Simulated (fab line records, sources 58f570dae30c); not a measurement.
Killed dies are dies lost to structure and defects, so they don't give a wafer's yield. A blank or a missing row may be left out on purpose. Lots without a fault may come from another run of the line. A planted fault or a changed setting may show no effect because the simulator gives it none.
Which tool did it? | flow berkeley_cmos170 | 15 lots, 45 wafers sampled, at 5 steps of a route of 331

WHAT THE GAUGES READ, wafer by wafer
UCB170_PFIELD_OVL_MEAS_06.
lot  | measured    | on         | PFIELD_OVL (nm)
L802 | day 4 20:49 | overlay-01 | -7 -6 -9
L804 | day 5 03:05 | overlay-02 | 2 6 -3
L805 | day 5 17:21 | overlay-01 | 7 3 6
L807 | day 5 17:50 | overlay-02 | 10 -1 1
L806 | day 5 17:53 | overlay-01 | 8 5 5
L808 | day 6 01:57 | overlay-01 | -1 2 2
L813 | day 7 05:20 | overlay-02 | 12 7 7
L812 | day 7 05:45 | overlay-01 | 0 5 8
L814 | day 7 13:50 | overlay-01 | 6 6 2
L816 | day 7 14:14 | overlay-02 | -4 -2 4
L818 | day 8 06:53 | overlay-02 | 2 -2 7
L817 | day 8 07:09 | overlay-01 | 9 -1 8
L815 | day 8 07:23 | overlay-01 | 13 4 4
L821 | day 8 23:14 | overlay-02 | 6 6 3
L822 | day 9 07:13 | overlay-01 | -1 -3 -5

UCB170_GATE_THK_MEAS_05.
lot  | measured     | on            | GATE_POLY_THK (nm)
L802 | day 7 01:37  | film_metro-04 | 214.0 210.6 211.9
L804 | day 7 12:16  | film_metro-04 | 212.8 213.6 214.1
L805 | day 8 03:24  | film_metro-04 | 215.1 214.1 216.0
L807 | day 8 03:23  | film_metro-03 | 216.9 217.5 217.4
L806 | day 8 03:23  | film_metro-01 | 218.0 216.6 217.1
L808 | day 8 11:58  | film_metro-01 | 215.8 216.9 218.2
L813 | day 9 12:13  | film_metro-01 | 214.1 212.2 212.1
L812 | day 9 12:13  | film_metro-04 | 214.6 214.6 216.8
L814 | day 9 20:29  | film_metro-01 | 212.0 211.4 212.4
L816 | day 9 20:29  | film_metro-04 | 215.0 214.4 215.1
L818 | day 10 11:47 | film_metro-03 | 184.8 185.6 184.7
L817 | day 10 11:47 | film_metro-01 | 184.0 186.4 185.5
L815 | day 10 11:46 | film_metro-04 | 187.6 185.5 187.3
L821 | day 10 22:23 | film_metro-04 | 213.6 215.5 215.3
L822 | day 11 04:46 | film_metro-03 | 214.3 216.6 215.3

UCB170_GATE_CD_MEAS_90: target cd 350 nm.
lot  | measured     | on        | cd_nm (nm)
L802 | day 7 03:07  | cd_sem-02 | 347.9 349.3 347.4
L804 | day 7 13:31  | cd_sem-02 | 351.4 352.8 351.8
L805 | day 8 05:26  | cd_sem-02 | 352.5 353.3 351.4
L807 | day 8 05:14  | cd_sem-01 | 349.6 351.1 350.0
L806 | day 8 05:21  | cd_sem-01 | 346.2 350.6 347.8
L808 | day 8 13:42  | cd_sem-01 | 349.3 350.3 349.4
L813 | day 9 13:53  | cd_sem-01 | 350.1 351.0 350.3
L812 | day 9 13:32  | cd_sem-01 | 349.1 347.6 349.3
L814 | day 9 23:16  | cd_sem-01 | 351.4 350.0 352.1
L816 | day 9 23:09  | cd_sem-02 | 347.1 347.9 348.8
L818 | day 10 13:34 | cd_sem-02 | 350.5 351.8 352.0
L817 | day 10 13:50 | cd_sem-01 | 349.3 349.2 347.8
L815 | day 10 13:19 | cd_sem-02 | 350.2 348.7 351.0
L821 | day 11 00:49 | cd_sem-01 | 347.2 348.1 349.6
L822 | day 11 07:26 | cd_sem-02 | 353.8 351.9 350.9

WHICH TOOL RAN EACH LOT (tool, then ch and the chambers of the sampled wafers, then the start)
lot  | UCB170_GATE_CVD_04          | UCB170_GATE_ETCH_15
L802 | lpcvd-01 ch 0, day 7 00:13  | rie_si-02 ch 1,2, day 7 02:57
L804 | lpcvd-01 ch 1, day 7 10:52  | rie_si-01 ch 1,2,3, day 7 13:22
L805 | lpcvd-02 ch 0, day 8 01:59  | rie_si-01 ch 0,3, day 8 05:12
L807 | lpcvd-02 ch 1, day 8 01:59  | rie_si-01 ch 1,2,3, day 8 05:05
L806 | lpcvd-02 ch 0, day 8 01:59  | rie_si-02 ch 0,2, day 8 05:06
L808 | lpcvd-01 ch 0, day 8 10:34  | rie_si-01 ch 0,1,2, day 8 13:31
L813 | lpcvd-01 ch 1, day 9 10:49  | rie_si-01 ch 0,2, day 9 13:44
L812 | lpcvd-01 ch 0, day 9 10:49  | rie_si-01 ch 0,1, day 9 13:22
L814 | lpcvd-01 ch 1, day 9 18:23  | rie_si-01 ch 1,2,3, day 9 23:07
L816 | lpcvd-01 ch 1, day 9 18:23  | rie_si-02 ch 0,2,3, day 9 23:00
L818 | lpcvd-01 ch 0, day 10 10:19 | rie_si-01 ch 0,1,2, day 10 13:25
L817 | lpcvd-01 ch 1, day 10 10:19 | rie_si-02 ch 1,2, day 10 13:41
L815 | lpcvd-01 ch 0, day 10 10:19 | rie_si-02 ch 0,1, day 10 13:10
L821 | lpcvd-02 ch 1, day 10 20:56 | rie_si-01 ch 1,2, day 11 00:40
L822 | lpcvd-02 ch 1, day 11 03:16 | rie_si-02 ch 0,1,3, day 11 07:18
- UCB170_GATE_CVD_04: deposits poly-Si from SiH4, time 1440 s, target thk 214 nm.
- UCB170_GATE_ETCH_15: etches poly-Si in HBr/Cl2, stops on SiO2, time 56.3 s, target depth 278.2 nm.

WHAT THE TOOLS THEMSELVES READ (means of the sampled wafers that have a number; where no wafer has one, the mark that the record gives instead)
UCB170_GATE_ETCH_15.
lot  | tool      | drypump_motor_current_A (A) | he_backside_leak_sccm (sccm) | oes_product_au (a.u.) | rf_fwd_power_W (W) | throttle_valve_pct (%)
L802 | rie_si-02 | 5.96                        | 3.0                          | 0.822                 | 298.9              | 26.59
L804 | rie_si-01 | 5.84                        | 2.9                          | 0.840                 | 296.6              | 26.56
L805 | rie_si-01 | 5.88                        | 2.6                          | 0.847                 | 298.2              | 26.62
L807 | rie_si-01 | 5.81                        | 2.9                          | 0.847                 | 297.3              | 26.56
L806 | rie_si-02 | 6.09                        | 2.6                          | 0.837                 | 296.5              | 26.45
L808 | rie_si-01 | 5.78                        | 2.9                          | 0.859                 | 297.5              | 26.64
L813 | rie_si-01 | 6.01                        | 2.7                          | 0.845                 | 296.3              | 26.68
L812 | rie_si-01 | 5.55                        | 2.9                          | 0.847                 | 298.4              | 26.61
L814 | rie_si-01 | 5.81                        | 3.1                          | 0.831                 | 297.4              | 26.56
L816 | rie_si-02 | 5.98                        | 2.6                          | 0.835                 | 297.9              | 26.30
L818 | rie_si-01 | 5.76                        | 3.0                          | 0.770                 | 297.9              | 26.65
L817 | rie_si-02 | 5.77                        | 3.1                          | 0.758                 | 297.2              | 26.63
L815 | rie_si-02 | 5.90                        | 2.8                          | 0.757                 | 299.0              | 26.39
L821 | rie_si-01 | 5.85                        | 3.0                          | 0.847                 | 296.9              | 26.64
L822 | rie_si-02 | 5.78                        | 2.8                          | 0.839                 | 297.3              | 26.35

THE ANSWER, worked out from the rows above alone
Rule: what is usual is taken from the lots themselves. Put in order of their means at a reading, lots are off if they are a third of the lots or fewer, leave a main group of 4 or more, and stand apart from it by a gap of 3 or more times the standard deviation of the main group's means; of several such gaps the widest counts. A main group whose means are all the same, to the digits that the tables above print for the reading, isn't used. A lot without any number at a reading at which 4 lots or more have one is off too. The other lots that the step has rows for count as sound. The gauges are gone through in route order, then the tools' own readings, and for those a lot's mean is taken as printed above. The first step at which some lot is off is used, and at that step the reading that is off furthest; a lot without a number counts as furthest.
Off: L818, L817, L815, at UCB170_GATE_THK_MEAS_05 (GATE_POLY_THK). The main group: mean 214.8 nm, standard deviation 1.8.
A tool fits if, at a process step before that reading, it ran every lot that is off, and no sound lot after the first of them. The gauges at UCB170_GATE_THK_MEAS_05 aren't tried: what is off there is off at UCB170_GATE_ETCH_15 too, on other tools, and a gauge's error can't cause that. One fits: lpcvd-01 at UCB170_GATE_CVD_04. Its last sound lot is L814 (day 9 18:23), its first lot that is off L815 (day 10 10:19): a fault that began between those two fits.

WHAT THE SIMULATOR HAD PUT IN
Process parameter drift: lpcvd-01, from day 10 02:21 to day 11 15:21, at UCB170_GATE_CVD_04. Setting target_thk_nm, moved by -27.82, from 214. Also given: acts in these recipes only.
Lots struck among those shown: L818, L817, L815. The rule above found the same.
